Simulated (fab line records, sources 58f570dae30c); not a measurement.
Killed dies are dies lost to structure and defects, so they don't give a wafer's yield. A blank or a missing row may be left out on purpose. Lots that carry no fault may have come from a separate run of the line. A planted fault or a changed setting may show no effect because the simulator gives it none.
Struck lot and sound lot, side by side ; flow berkeleyCmos170 ; 27 steps out of a route of 331
Sound: wafers L683.2, L683.3, L683.6. The struck wafers were L691.2, L691.4, L691.6. The cause is named last.
At each step with rows: each side's tool, then ch and its chambers, then its first start. Under that, the readings that differ: sound wafers ; struck wafers ; difference of the means ; sigmas: that difference in standard deviations of wafers without a fault.
alike: words and numbers the same on both sides, and readings whose means are apart by under 2 such deviations; not compared: readings that were withheld, readings missing a value for some wafer, numbers with overlapping values and no deviation given by the record, and bounds like >300 which may hide the same value.
The two part at a step that has a row with sigmas, a row that says differs or no value, or rows on one side only. Numbers that have no deviation but don't overlap get no sigmas and don't part them. A reading that every wafer of one side lacks parts them only if that side has two wafers or more.

first, 3 steps without rows for these wafers: UCB170_PVT_EXPOSE_03 (exposes mask NWELL, target cd 3000 nm); UCB170_PVT_PEB_04; UCB170_PVT_DEVELOP_05 (develop time 45 s).
UCB170_PVT_OVL_MEAS_06:
  sound: overlay-02 at day 7 01:12; struck: overlay-01 at day 9 04:55
  alike: PVT_OVL
after that, 1 step had no rows for these wafers: UCB170_PVT_IMPLANT_07.
UCB170_PVT_STRIP_08: strips in O2.
  sound on plasmaAsher-03 ch 0, day 7 01:23; struck on plasmaAsher-04 ch 0,1, day 9 05:05
  alike: drypumpMotorCurrentA, oesProductAu, stripTimeToEndpointS
  not compared: rfHoursCounterH
UCB170_PVT_TW_MEAS_09:
  sound: filmMetro-04 at day 7 01:29; struck: filmMetro-01 at day 9 05:12
  alike: PVT_TW
then, 1 step without rows for these wafers: UCB170_GATE_WET_ETCH_00 (etches SiO2 in dHF, time 200 s).
UCB170_FIELD_THK_MEAS_91:
  sound: filmMetro-01 at day 7 01:37; struck: filmMetro-04 at day 9 05:20
  alike: FIELD_OXIDE_LEFT_2_THK
then, 1 step without rows for these wafers: UCB170_GATE_OXIDATION_01 (target thk 6.6 nm, ox time 1800 s).
UCB170_GATE_THK_MEAS_02:
  sound: filmMetro-02 at day 7 07:53; struck: filmMetro-02 at day 9 08:19
  alike: GATE_OXIDE_THK
then, 1 step without rows for these wafers: UCB170_GATE_ANNEAL_03 (time 1800 s).
UCB170_GATE_CVD_04: deposits poly-Si from SiH4, time 1440 s, target thk 214 nm.
  sound on lpcvd-01 ch 1, day 7 17:34; struck on lpcvd-01 ch 0, day 9 13:06
reading;sound;struck;difference;sigmas
spikeTcCentreC (C);612.2 612.8 611.1;636.6 633.9 633.4;+22.6;+19
spikeTcLoadC (C);631.5 633.1 632.8;649.0 648.1 649.5;+16.4;+10
spikeTcSourceC (C);630.4 629.6 632.2;648.5 648.0 648.0;+17.4;+8
model.poly-Si_of_GATE_CVD_04.thkNm (nm);216.5 216.5 215.5;337.8 338.7 338.7;+122.2;
  alike: zonePowerLoadPct
UCB170_GATE_THK_MEAS_05:
  sound: filmMetro-01 at day 7 18:59; struck: filmMetro-02 at day 9 14:31
reading;sound;struck;difference;sigmas
GATE_POLY_THK (nm);216.5 216.4 215.7;337.8 338.9 338.9;+122.3;+51
then, 6 steps without rows for these wafers: UCB170_GATE_COAT_06; UCB170_GATE_COAT_07 (resist thk 900 nm); UCB170_GATE_SOFTBAKE_08 (time 60 s); UCB170_GATE_EXPOSE_09 (exposes mask POLY, target cd 350 nm); UCB170_GATE_PEB_10; UCB170_GATE_DEVELOP_11 (develop time 45 s).
UCB170_GATE_CD_MEAS_12 targets a cd of 350 nm.
  sound: cdSem-01 at day 7 20:34; struck: cdSem-02 at day 9 17:11
  alike: cdNm
UCB170_GATE_OVL_MEAS_13:
  sound: overlay-01 at day 7 20:41; struck: overlay-01 at day 9 17:18
  alike: GATE_OVL
UCB170_GATE_ETCH_14: etches BARC in N2/H2.
  sound on rieDiel-03 ch 1,2, day 7 20:43; struck on rieDiel-04 ch 0,3, day 9 17:20
  alike: drypumpMotorCurrentA, oesProductAu, throttleValvePct
UCB170_GATE_ETCH_15: etches poly-Si in HBr/Cl2, stops on SiO2, time 56.3 s, target depth 278.2 nm.
  sound on rieSi-01 ch 0,3, day 7 20:45; struck on rieSi-02 ch 0,1,3, day 9 17:22
reading;sound;struck;difference;sigmas
oesProductAu (a.u.);0.842 0.820 0.845;0.984 1.003 1.039;+0.173;+10
model.etch.depthNm (nm);216.5 216.5 215.5;282.5 277.3 282.8;+64.7;
model.GATE.featureDepthNm (nm);216.5 216.5 215.5;282.5 277.3 282.8;+64.7;
  alike: HBr_flow_sccm, drypumpMotorCurrentA, throttleValvePct
  not compared: rfHoursCounterH
UCB170_GATE_STRIP_16: strips in O2.
  sound on plasmaAsher-01 ch 1, day 7 20:48; struck on plasmaAsher-03 ch 0,1, day 9 17:25
reading;sound;struck;difference;sigmas
model.poly-Si_of_GATE_CVD_04.thkNm (nm);216.2 216.1 215.2;337.5 338.3 338.3;+122.2;
  alike: drypumpMotorCurrentA, oesProductAu
  not compared: rfHoursCounterH
UCB170_GATE_CD_MEAS_90 targets a cd of 350 nm.
  sound: cdSem-01 at day 7 20:55; struck: cdSem-02 at day 9 17:33
  alike: cdNm
UCB170_M3_PROBE_99:
  record: rows for the struck wafers here (prober-01, day 11 13:49), none for the sound ones

== WHERE THEY PART ==
Last at UCB170_M3_PROBE_99 as far as this record goes, first at UCB170_GATE_CVD_04.

WHY: the cause the simulator had injected
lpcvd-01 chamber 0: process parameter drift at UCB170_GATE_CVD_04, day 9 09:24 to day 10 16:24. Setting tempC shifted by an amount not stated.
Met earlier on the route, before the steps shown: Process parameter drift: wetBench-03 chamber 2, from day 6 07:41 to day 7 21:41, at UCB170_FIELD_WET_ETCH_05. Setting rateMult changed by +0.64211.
